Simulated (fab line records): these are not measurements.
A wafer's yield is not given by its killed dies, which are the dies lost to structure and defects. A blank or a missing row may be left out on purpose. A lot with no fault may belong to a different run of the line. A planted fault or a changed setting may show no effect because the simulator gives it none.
Check for tools in common || flow berkeley-cmos170 || 15 lots, 45 wafers sampled

## REASON IT WAS OPENED
At UCB170_SDANNEAL_RS_MEAS_04 the reading PLDD_RS is flagged on 3 of 15 lots. Fault-free wafers read 1030.7 ohm/sq, with a standard deviation of 2.4.
Rule: a lot is flagged in two cases, either no wafer of it has a number, or all its wafers with numbers fall more than 4 standard deviations from that mean. The rest of the lots are taken to be sound.

{"lot": "L567", "measured": "day 5 23:56", "on": "film-metro-02", "PLDD_RS (ohm/sq), wafer by wafer": "1034.0 1036.0 1033.9", "flag": ""}
{"lot": "L571", "measured": "day 7 09:06", "on": "film-metro-01", "PLDD_RS (ohm/sq), wafer by wafer": "1030.7 1029.9 1029.8", "flag": ""}
{"lot": "L573", "measured": "day 7 23:10", "on": "film-metro-01", "PLDD_RS (ohm/sq), wafer by wafer": "1028.9 1028.8 1030.2", "flag": ""}
{"lot": "L575", "measured": "day 8 09:30", "on": "film-metro-02", "PLDD_RS (ohm/sq), wafer by wafer": "1030.7 1025.7 1027.0", "flag": ""}
{"lot": "L574", "measured": "day 8 09:57", "on": "film-metro-03", "PLDD_RS (ohm/sq), wafer by wafer": "1031.2 1031.9 1031.8", "flag": ""}
{"lot": "L576", "measured": "day 8 10:09", "on": "film-metro-02", "PLDD_RS (ohm/sq), wafer by wafer": "1031.7 1032.2 1034.2", "flag": ""}
{"lot": "L577", "measured": "day 9 01:31", "on": "film-metro-03", "PLDD_RS (ohm/sq), wafer by wafer": "1029.6 1035.3 1031.5", "flag": ""}
{"lot": "L578", "measured": "day 9 08:22", "on": "film-metro-02", "PLDD_RS (ohm/sq), wafer by wafer": "1003.7 1007.0 1006.4", "flag": "FLAGGED"}
{"lot": "L581", "measured": "day 9 19:53", "on": "film-metro-03", "PLDD_RS (ohm/sq), wafer by wafer": "1032.8 1032.1 1030.6", "flag": ""}
{"lot": "L579", "measured": "day 9 20:08", "on": "film-metro-02", "PLDD_RS (ohm/sq), wafer by wafer": "1026.9 1028.9 1030.0", "flag": ""}
{"lot": "L582", "measured": "day 9 20:32", "on": "film-metro-01", "PLDD_RS (ohm/sq), wafer by wafer": "1005.9 1006.7 1008.7", "flag": "FLAGGED"}
{"lot": "L580", "measured": "day 9 20:47", "on": "film-metro-02", "PLDD_RS (ohm/sq), wafer by wafer": "1008.6 1005.8 1006.4", "flag": "FLAGGED"}
{"lot": "L586", "measured": "day 10 18:34", "on": "film-metro-01", "PLDD_RS (ohm/sq), wafer by wafer": "1028.7 1032.7 1029.3", "flag": ""}
{"lot": "L589", "measured": "day 11 07:18", "on": "film-metro-01", "PLDD_RS (ohm/sq), wafer by wafer": "1033.3 1031.0 1032.1", "flag": ""}
{"lot": "L588", "measured": "day 11 07:26", "on": "film-metro-03", "PLDD_RS (ohm/sq), wafer by wafer": "1031.9 1029.8 1028.8", "flag": ""}
Average over the flagged lots: 1006.6 ohm/sq; offset from the usual -24.1 ohm/sq, equal to -10 standard deviations.

## TOOL THAT RAN EACH LOT
2 process steps preceding the reading are held in the record, out of 331 steps in the route. Read each cell as the tool, then ch plus the chambers that the sampled wafers visited, then the start.
{"lot": "L567", "flag": "", "UCB170_GATE_STRIP_16": "plasma-asher-01 ch 0,1, day 5 09:11", "UCB170_PLDD_IMPLANT_08": "implanter-03 ch 0, day 5 10:55"}
{"lot": "L571", "flag": "", "UCB170_GATE_STRIP_16": "plasma-asher-04 ch 0,1, day 6 20:14", "UCB170_PLDD_IMPLANT_08": "implanter-02 ch 0, day 6 22:03"}
{"lot": "L573", "flag": "", "UCB170_GATE_STRIP_16": "plasma-asher-01 ch 0,1, day 7 06:02", "UCB170_PLDD_IMPLANT_08": "implanter-02 ch 0, day 7 07:33"}
{"lot": "L575", "flag": "", "UCB170_GATE_STRIP_16": "plasma-asher-01 ch 0,1, day 7 17:28", "UCB170_PLDD_IMPLANT_08": "implanter-02 ch 0, day 7 20:08"}
{"lot": "L574", "flag": "", "UCB170_GATE_STRIP_16": "plasma-asher-02 ch 0,1, day 7 17:07", "UCB170_PLDD_IMPLANT_08": "implanter-03 ch 0, day 7 19:47"}
{"lot": "L576", "flag": "", "UCB170_GATE_STRIP_16": "plasma-asher-04 ch 0,1, day 7 17:21", "UCB170_PLDD_IMPLANT_08": "implanter-04 ch 0, day 7 20:01"}
{"lot": "L577", "flag": "", "UCB170_GATE_STRIP_16": "plasma-asher-02 ch 0,1, day 8 02:44", "UCB170_PLDD_IMPLANT_08": "implanter-02 ch 0, day 8 04:20"}
{"lot": "L578", "flag": "FLAGGED", "UCB170_GATE_STRIP_16": "plasma-asher-02 ch 0, day 8 18:39", "UCB170_PLDD_IMPLANT_08": "implanter-02 ch 0, day 8 20:25"}
{"lot": "L581", "flag": "", "UCB170_GATE_STRIP_16": "plasma-asher-04 ch 0,1, day 9 03:32", "UCB170_PLDD_IMPLANT_08": "implanter-03 ch 0, day 9 06:45"}
{"lot": "L579", "flag": "", "UCB170_GATE_STRIP_16": "plasma-asher-04 ch 0,1, day 9 04:01", "UCB170_PLDD_IMPLANT_08": "implanter-04 ch 0, day 9 06:53"}
{"lot": "L582", "flag": "FLAGGED", "UCB170_GATE_STRIP_16": "plasma-asher-01 ch 0,1, day 9 03:47", "UCB170_PLDD_IMPLANT_08": "implanter-02 ch 0, day 9 06:57"}
{"lot": "L580", "flag": "FLAGGED", "UCB170_GATE_STRIP_16": "plasma-asher-01 ch 0,1, day 9 03:18", "UCB170_PLDD_IMPLANT_08": "implanter-02 ch 0, day 9 06:39"}
{"lot": "L586", "flag": "", "UCB170_GATE_STRIP_16": "plasma-asher-04 ch 0,1, day 10 02:52", "UCB170_PLDD_IMPLANT_08": "implanter-04 ch 0, day 10 05:05"}
{"lot": "L589", "flag": "", "UCB170_GATE_STRIP_16": "plasma-asher-04 ch 0,1, day 10 13:09", "UCB170_PLDD_IMPLANT_08": "implanter-04 ch 0, day 10 15:28"}
{"lot": "L588", "flag": "", "UCB170_GATE_STRIP_16": "plasma-asher-04 ch 0,1, day 10 12:39", "UCB170_PLDD_IMPLANT_08": "implanter-04 ch 0, day 10 15:10"}
What is done by these steps:
- UCB170_GATE_STRIP_16: strips in O2.
- UCB170_PLDD_IMPLANT_08
- UCB170_SDANNEAL_RS_MEAS_04: measures by four-point-probe.

## FLAGGED AGAINST TOTAL, ONE TOOL AT A TIME (gauges that did the reading follow at the end)
{"step": "UCB170_GATE_STRIP_16", "tool": "plasma-asher-01", "lots run": 5, "flagged": 2, "share of the flagged lots": "some", "sound lots run after its first flagged lot": 0}
{"step": "UCB170_GATE_STRIP_16", "tool": "plasma-asher-02", "lots run": 3, "flagged": 1, "share of the flagged lots": "some", "sound lots run after its first flagged lot": 0}
{"step": "UCB170_GATE_STRIP_16", "tool": "plasma-asher-04", "lots run": 7, "flagged": 0, "share of the flagged lots": "none", "sound lots run after its first flagged lot": "-"}
{"step": "UCB170_PLDD_IMPLANT_08", "tool": "implanter-02", "lots run": 7, "flagged": 3, "share of the flagged lots": "all", "sound lots run after its first flagged lot": 0}
{"step": "UCB170_PLDD_IMPLANT_08", "tool": "implanter-03", "lots run": 3, "flagged": 0, "share of the flagged lots": "none", "sound lots run after its first flagged lot": "-"}
{"step": "UCB170_PLDD_IMPLANT_08", "tool": "implanter-04", "lots run": 5, "flagged": 0, "share of the flagged lots": "none", "sound lots run after its first flagged lot": "-"}
{"step": "UCB170_SDANNEAL_RS_MEAS_04", "tool": "film-metro-01", "lots run": 5, "flagged": 1, "share of the flagged lots": "some", "sound lots run after its first flagged lot": "2 (L586,L589)"}
{"step": "UCB170_SDANNEAL_RS_MEAS_04", "tool": "film-metro-02", "lots run": 6, "flagged": 2, "share of the flagged lots": "some", "sound lots run after its first flagged lot": "1 (L579)"}
{"step": "UCB170_SDANNEAL_RS_MEAS_04", "tool": "film-metro-03", "lots run": 4, "flagged": 0, "share of the flagged lots": "none", "sound lots run after its first flagged lot": "-"}

## WHAT THE TABLE ALLOWS
In the table, 1 row covers all flagged lots: implanter-02 at UCB170_PLDD_IMPLANT_08.
- implanter-02 at UCB170_PLDD_IMPLANT_08: 3 of its 7 lots flagged. Its last sound lot is L577 (day 8 04:20), its first flagged lot L578 (day 8 20:25): a fault that began between those two fits. Its own readings lie more than 4 standard deviations out on every wafer of the flagged lots: dose-ions-cm2.
What remains is a single tool, implanter-02 at UCB170_PLDD_IMPLANT_08.

## WHAT THE SIMULATOR HAD PUT IN
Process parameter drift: implanter-02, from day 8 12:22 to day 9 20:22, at UCB170_PLDD_IMPLANT_08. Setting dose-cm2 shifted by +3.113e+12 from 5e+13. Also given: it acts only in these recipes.
Lots struck among those shown: L578, L582, L580. This agrees with what the rule above found.
